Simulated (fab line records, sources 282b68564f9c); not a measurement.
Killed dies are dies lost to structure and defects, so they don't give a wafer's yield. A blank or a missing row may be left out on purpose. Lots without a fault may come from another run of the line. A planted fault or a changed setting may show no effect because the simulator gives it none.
Which tool did it? | flow rit_cmos | 13 lots, 39 wafers sampled, at 3 steps of a route of 202

WHAT THE GAUGES READ, wafer by wafer
RIT_M1_RS_MEAS_01: measures by four-point-probe. Usual: M1_AL_RS 0.0734 ohm/sq, standard deviation 0.00078.
lot  | measured    | on            | M1_AL_RS (ohm/sq)    | flag
L734 | day 3 10:08 | film_metro-04 | 0.0741 0.0739 0.0743 |
L735 | day 3 15:44 | film_metro-02 | 0.0733 0.0738 0.0725 |
L736 | day 3 20:42 | film_metro-02 | 0.0735 0.0730 0.0741 |
L738 | day 4 09:59 | film_metro-01 | 0.0744 0.0745 0.0739 |
L740 | day 4 16:44 | film_metro-02 | 0.0730 0.0727 0.0728 |
L741 | day 5 00:27 | film_metro-04 | 0.0735 0.0745 0.0737 |
L742 | day 5 03:31 | film_metro-04 | 0.0723 0.0732 0.0732 |
L743 | day 5 07:11 | film_metro-01 | 0.0730 0.0727 0.0729 |
L744 | day 5 13:23 | film_metro-01 | 0.0745 0.0735 0.0741 |
L745 | day 5 17:16 | film_metro-04 | 0.0747 0.0737 0.0735 |
L747 | day 6 05:12 | film_metro-04 | 0.0739 0.0742 0.0735 |
L750 | day 6 20:40 | film_metro-02 | 0.0736 0.0742 0.0748 |
L753 | day 7 10:07 | film_metro-04 | 0.0639 0.0713 0.0713 | OFF

RIT_M1_THK_MEAS_02: measures by xrf. Usual: M1_AL_THK 399 nm, standard deviation 4.5.
lot  | measured    | on            | M1_AL_THK (nm) | flag
L734 | day 3 10:14 | film_metro-04 | 395 393 394    |
L735 | day 3 15:51 | film_metro-02 | 400 396 405    |
L736 | day 3 20:49 | film_metro-02 | 400 402 397    |
L738 | day 4 10:06 | film_metro-01 | 394 393 398    |
L740 | day 4 16:51 | film_metro-02 | 401 404 402    |
L741 | day 5 00:34 | film_metro-04 | 397 395 398    |
L742 | day 5 03:37 | film_metro-04 | 405 401 403    |
L743 | day 5 07:18 | film_metro-01 | 404 403 402    |
L744 | day 5 13:29 | film_metro-01 | 394 398 397    |
L745 | day 5 17:23 | film_metro-04 | 393 397 397    |
L747 | day 6 05:19 | film_metro-04 | 397 396 399    |
L750 | day 6 20:46 | film_metro-02 | 397 396 391    |
L753 | day 7 10:13 | film_metro-04 | 456 408 411    | OFF

WHICH TOOL RAN EACH LOT (tool, then ch and the chambers of the sampled wafers, then the start)
lot  | RIT_M1_SPUTTER_00
L734 | pvd_sputter-01, day 3 09:48
L735 | pvd_sputter-04, day 3 15:26
L736 | pvd_sputter-01, day 3 20:25
L738 | pvd_sputter-01, day 4 09:40
L740 | pvd_sputter-03, day 4 16:26
L741 | pvd_sputter-01, day 5 00:08
L742 | pvd_sputter-03, day 5 03:11
L743 | pvd_sputter-01, day 5 06:53
L744 | pvd_sputter-03, day 5 13:04
L745 | pvd_sputter-01, day 5 16:58
L747 | pvd_sputter-01, day 6 04:53
L750 | pvd_sputter-03, day 6 20:21
L753 | pvd_sputter-01, day 7 09:47
- RIT_M1_SPUTTER_00: material Al, target thk 400 nm, time 500 s.

WHAT THE TOOLS THEMSELVES READ (means of the sampled wafers that have a number; where no wafer has one, the mark that the record gives instead)
RIT_M1_SPUTTER_00. Usual: throttle_valve_pct 30.5 %, standard deviation 1.
lot  | tool           | throttle_valve_pct (%) | flag
L734 | pvd_sputter-01 | 31.7                   |
L735 | pvd_sputter-04 | 30.2                   |
L736 | pvd_sputter-01 | 31.4                   |
L738 | pvd_sputter-01 | 30.2                   |
L740 | pvd_sputter-03 | 30.2                   |
L741 | pvd_sputter-01 | 31.6                   |
L742 | pvd_sputter-03 | 29.6                   |
L743 | pvd_sputter-01 | 31.6                   |
L744 | pvd_sputter-03 | 29.7                   |
L745 | pvd_sputter-01 | 32.0                   |
L747 | pvd_sputter-01 | 31.1                   |
L750 | pvd_sputter-03 | 30.6                   |
L753 | pvd_sputter-01 | 31.7                   |

THE ANSWER, worked out from the rows above alone
Rule: a lot is off if the mean of its wafers that have a number lies more than 3 standard deviations from the usual mean. A lot without any number at a reading at which 4 lots or more have one is off too. The other lots that the step has rows for count as sound. The gauges are gone through in route order, then the tools' own readings, and for those a lot's mean is taken as printed above. The first step at which some lot is off is used, and at that step the reading that is off furthest; a lot without a number counts as furthest.
Off: L753, at RIT_M1_RS_MEAS_01 (M1_AL_RS).
A tool fits if, at a process step before that reading, it ran every lot that is off, and no sound lot after the first of them. The gauges at RIT_M1_RS_MEAS_01 are tried like those tools. Can't be told from this: 2 tools fit, pvd_sputter-01 at RIT_M1_SPUTTER_00, film_metro-04 at RIT_M1_RS_MEAS_01.

WHAT THE SIMULATOR HAD PUT IN
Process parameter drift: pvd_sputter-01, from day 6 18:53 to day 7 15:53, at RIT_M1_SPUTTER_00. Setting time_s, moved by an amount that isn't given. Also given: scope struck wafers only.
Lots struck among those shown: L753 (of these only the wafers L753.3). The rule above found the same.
